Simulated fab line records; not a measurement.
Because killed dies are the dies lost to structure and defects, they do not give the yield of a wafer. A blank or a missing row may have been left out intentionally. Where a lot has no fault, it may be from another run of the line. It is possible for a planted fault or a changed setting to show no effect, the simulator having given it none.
A lot that was struck, set against a sound lot | flow rit cmos | 22 steps out of a route of 202
Sound: the wafers L793.1, L793.4, L793.6. Wafers L805.2, L805.5, L805.6 were the ones struck. The cause is named last.
Each step with rows lists, per side, the tool, then ch with its chambers, then its first start. Under that, the readings that differ: sound wafers | struck wafers | difference of the means | sigmas: that difference in standard deviations of wafers without a fault.
alike: readings with means less than 2 such deviations apart, plus words and numbers identical on both sides. not compared: withheld readings, readings lacking a value on some wafer, bounds such as >300 that could conceal the same value, and numbers that have no deviation in the record and whose values overlap.
A row with sigmas, a row that says differs or no value, or rows on one side alone: a step with any of these is where the two part. Numbers that don't overlap but have no deviation are shown without sigmas and don't part them. A reading that every wafer of one side lacks parts them only if that side has two wafers or more.

first, 2 steps without rows for these wafers: RIT_NSD_HARDBAKE_07 (time 60 s); RIT_NSD_IMPLANT_08.
RIT_NSD_STRIP_09: strips in O2, time 180 s.
  sound on plasma asher-02 ch 0,1, day 5 06:58; struck on plasma asher-02 ch 0,1, day 7 19:08
  alike: drypump motor current A
  not compared: rf hours counter h
RIT_NSD_TW_MEAS_10:
  sound on film metro-03, day 5 07:08; struck on film metro-02, day 7 19:20
  alike: NSD_TW
then, 6 steps without rows for these wafers: RIT_PSD_HMDS_00 (prime time 60 s); RIT_PSD_COAT_01 (resist thk 1000 nm); RIT_PSD_SOFTBAKE_02 (time 60 s); RIT_PSD_EXPOSE_03 (exposes mask M10, target cd 40900 nm); RIT_PSD_PEB_04; RIT_PSD_DEVELOP_05 (develop time 50 s).
RIT_PSD_OVL_MEAS_06:
  sound on overlay-02, day 5 08:03; struck on overlay-01, day 7 20:14
  alike: PSD_OVL
then, 1 step without rows for these wafers: RIT_PSD_HARDBAKE_07 (time 60 s).
RIT_PSD_IMPLANT_08:
  sound on implanter-01 ch 0, day 5 08:14; struck on implanter-03 ch 0, day 7 20:26
  reading                   | sound                | struck               | difference | sigmas
  beam energy keV           | 26.982 26.976 27.006 | 27.763 27.770 27.759 | +0.776     | +90
  model.implant.drp nm (nm) | 12.05 12.05 12.05    | 12.29 12.29 12.29    | +0.24      |
RIT_PSD_STRIP_09: strips in O2, time 180 s.
  sound on plasma asher-01 ch 1, day 5 08:23; struck on plasma asher-02 ch 0,1, day 7 20:34
  alike: drypump motor current A
  not compared: rf hours counter h
RIT_PSD_TW_MEAS_10:
  sound on film metro-03, day 5 08:34; struck on film metro-04, day 7 20:45
  reading | sound          | struck         | difference | sigmas
  PSD_TW  | 3373 3373 3355 | 3450 3429 3432 | +70        | +2
then, 3 steps without rows for these wafers: RIT_SDANNEAL_CLEAN_00 (cleans in SC1, time 600 s); RIT_SDANNEAL_CLEAN_01 (cleans in dHF, time 30 s); RIT_SDANNEAL_CLEAN_02 (cleans in SC2, time 600 s).
RIT_SDANNEAL_RTA_03: time 5 s.
  sound on rtp anneal-01 ch 0, day 5 08:59; struck on rtp anneal-02 ch 0, day 7 21:17
  alike: ramp up c per s, wafer_temp_C_max
RIT_SDANNEAL_RS_MEAS_04: uses a four-point probe to measure.
  sound on film metro-03, day 5 09:02; struck on film metro-04, day 7 21:21
  reading         | sound             | struck            | difference | sigmas
  PSD_RS (ohm/sq) | 116.4 116.7 116.3 | 114.3 114.3 114.0 | -2.3       | -7
RIT_SDANNEAL_RS_MEAS_05: uses a four-point probe to measure.
  sound on film metro-03, day 5 09:10; struck on film metro-04, day 7 21:28
  alike: NSD_RS
RIT_M1_PROBE_99:
  sound on prober-02, day 5 16:45; struck on prober-02, day 8 04:51
  alike: killed at contacts, killed at front end, killed dies, killed open, killed short

WHERE THEY PART
Earliest at RIT_PSD_IMPLANT_08; latest, in this record, at RIT_SDANNEAL_RS_MEAS_04. Later steps at which nothing parts them and some readings are alike: RIT_SDANNEAL_RS_MEAS_05, RIT_M1_PROBE_99.

WHY: what had been put in by the simulator
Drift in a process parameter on implanter-03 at RIT_PSD_IMPLANT_08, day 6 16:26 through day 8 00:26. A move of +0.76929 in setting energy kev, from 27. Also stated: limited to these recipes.
